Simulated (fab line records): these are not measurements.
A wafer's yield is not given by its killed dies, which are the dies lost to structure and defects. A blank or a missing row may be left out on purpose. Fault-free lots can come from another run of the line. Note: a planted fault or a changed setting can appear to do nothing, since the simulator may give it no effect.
Split-lot study / flow berkeleyCmos170 / on a route of 331 steps: 5 lots, 23 wafers read

== ABOUT THE SPLIT ==
At UCB170_ACTIVE_STRIP_16 (strips in O2), the setting powerW was moved away from the recipe's 400 W on 10 of the 23 wafers read, by -9.1% to +10.0%. All remaining wafers had this setting at the recipe value.

The split's own step is where the reading is taken.

== THE READING ==
oesProductAu, in a.u., at UCB170_ACTIVE_STRIP_16 (strips in O2). A value of 0.720 a.u. with a standard deviation of 0.0042 a.u. is what fault-free wafers of this fab line usually give.

wafer=L074.1; tool, chamber at the split=plasmaAsher-01, 0; powerW as run, W=400; against the recipe=recipe; oesProductAu, a.u.=0.716; against lot-mates on the recipe=-
wafer=L074.2; tool, chamber at the split=plasmaAsher-01, 1; powerW as run, W=363.6; against the recipe=-9.1%; oesProductAu, a.u.=0.677; against lot-mates on the recipe=-0.043
wafer=L074.3; tool, chamber at the split=plasmaAsher-01, 0; powerW as run, W=400; against the recipe=recipe; oesProductAu, a.u.=0.720; against lot-mates on the recipe=-
wafer=L074.5; tool, chamber at the split=plasmaAsher-01, 1; powerW as run, W=363.6; against the recipe=-9.1%; oesProductAu, a.u.=0.688; against lot-mates on the recipe=-0.032
wafer=L074.6; tool, chamber at the split=plasmaAsher-01, 0; powerW as run, W=400; against the recipe=recipe; oesProductAu, a.u.=0.723; against lot-mates on the recipe=-
wafer=L077.1; tool, chamber at the split=plasmaAsher-03, 0; powerW as run, W=400; against the recipe=recipe; oesProductAu, a.u.=0.717; against lot-mates on the recipe=-
wafer=L077.4; tool, chamber at the split=plasmaAsher-03, 1; powerW as run, W=400; against the recipe=recipe; oesProductAu, a.u.=0.713; against lot-mates on the recipe=-
wafer=L077.6; tool, chamber at the split=plasmaAsher-03, 0; powerW as run, W=400; against the recipe=recipe; oesProductAu, a.u.=0.720; against lot-mates on the recipe=-
wafer=L078.2; tool, chamber at the split=plasmaAsher-01, 1; powerW as run, W=375.9; against the recipe=-6.0%; oesProductAu, a.u.=0.699; against lot-mates on the recipe=-0.024
wafer=L078.3; tool, chamber at the split=plasmaAsher-01, 1; powerW as run, W=375.9; against the recipe=-6.0%; oesProductAu, a.u.=0.701; against lot-mates on the recipe=-0.022
wafer=L078.4; tool, chamber at the split=plasmaAsher-01, 0; powerW as run, W=400; against the recipe=recipe; oesProductAu, a.u.=0.722; against lot-mates on the recipe=-
wafer=L078.5; tool, chamber at the split=plasmaAsher-01, 1; powerW as run, W=375.9; against the recipe=-6.0%; oesProductAu, a.u.=0.703; against lot-mates on the recipe=-0.020
wafer=L078.6; tool, chamber at the split=plasmaAsher-01, 0; powerW as run, W=400; against the recipe=recipe; oesProductAu, a.u.=0.724; against lot-mates on the recipe=-
wafer=L079.1; tool, chamber at the split=plasmaAsher-03, 1; powerW as run, W=367.1; against the recipe=-8.2%; oesProductAu, a.u.=0.697; against lot-mates on the recipe=-0.021
wafer=L079.2; tool, chamber at the split=plasmaAsher-03, 0; powerW as run, W=367.1; against the recipe=-8.2%; oesProductAu, a.u.=0.686; against lot-mates on the recipe=-0.032
wafer=L079.3; tool, chamber at the split=plasmaAsher-03, 1; powerW as run, W=400; against the recipe=recipe; oesProductAu, a.u.=0.716; against lot-mates on the recipe=-
wafer=L079.4; tool, chamber at the split=plasmaAsher-03, 0; powerW as run, W=400; against the recipe=recipe; oesProductAu, a.u.=0.718; against lot-mates on the recipe=-
wafer=L079.6; tool, chamber at the split=plasmaAsher-03, 0; powerW as run, W=400; against the recipe=recipe; oesProductAu, a.u.=0.720; against lot-mates on the recipe=-
wafer=L085.1; tool, chamber at the split=plasmaAsher-04, 0; powerW as run, W=439.9; against the recipe=+10.0%; oesProductAu, a.u.=0.760; against lot-mates on the recipe=+0.039
wafer=L085.3; tool, chamber at the split=plasmaAsher-04, 1; powerW as run, W=400; against the recipe=recipe; oesProductAu, a.u.=0.715; against lot-mates on the recipe=-
wafer=L085.4; tool, chamber at the split=plasmaAsher-04, 0; powerW as run, W=400; against the recipe=recipe; oesProductAu, a.u.=0.727; against lot-mates on the recipe=-
wafer=L085.5; tool, chamber at the split=plasmaAsher-04, 0; powerW as run, W=439.9; against the recipe=+10.0%; oesProductAu, a.u.=0.761; against lot-mates on the recipe=+0.040
wafer=L085.6; tool, chamber at the split=plasmaAsher-04, 1; powerW as run, W=439.9; against the recipe=+10.0%; oesProductAu, a.u.=0.752; against lot-mates on the recipe=+0.031

THE FIT
A straight line over all 23 wafers: oesProductAu changes by +0.0037 a.u. for each +1% of powerW; r = +0.98; the points scatter about the line by 0.0046 a.u.
The same after taking each lot's own level away (the mean of its wafers on the recipe; 23 wafers): +0.00368 a.u. for each +1%; r = +0.98; scatter 0.0042 a.u.
The reading moves by 0.037 a.u. for the largest change in powerW, on that fit.
Measured against the standard deviation above, the lots' own levels, which go from 0.7167 to 0.7230 a.u., span 1.5 times it.
The two slopes are in agreement: the lot-to-lot level therefore moves the slope only a little.
Check: with one of the wafers moved furthest among these (+10.0%) left out of the fit, the line predicts +0.0361 a.u. for it against its lot-mates. It came out at +0.039 a.u. against them.
Tool readings at the split's step, against how far the setting was moved: oesProductAu r = +0.98; stripTimeToEndpointS r = -1.00.

== THESE WAFERS: OTHER SPLITS ==
These wafers also went through other splits before the reading. Each is held against what the fit with the lots' levels taken away leaves over:
other split on the same wafers=UCB170_ZERO_STRIP_07 o2FlowSccm; wafers away from the commonest value=7; r with oesProductAu (lot level and that fit taken away)=+0.27
other split on the same wafers=UCB170_NWELL_IMPLANT_14 energyKev; wafers away from the commonest value=8; r with oesProductAu (lot level and that fit taken away)=-0.10

== THE WHOLE CHAIN: every reading that the file lists as answering this split, in the file's order ==
step=UCB170_ACTIVE_STRIP_16; what it does=strips in O2; reading=oesProductAu; change (the file's fit)=+0.00369 a.u. for each +1% of the setting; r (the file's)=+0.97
step=UCB170_ACTIVE_STRIP_16; what it does=strips in O2; reading=stripTimeToEndpointS; change (the file's fit)=withheld for each +1% of the setting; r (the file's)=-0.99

== THE FILE'S OWN FIT ==
oesProductAu changes by +0.00369 a.u. for each +1% of powerW, r = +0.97.
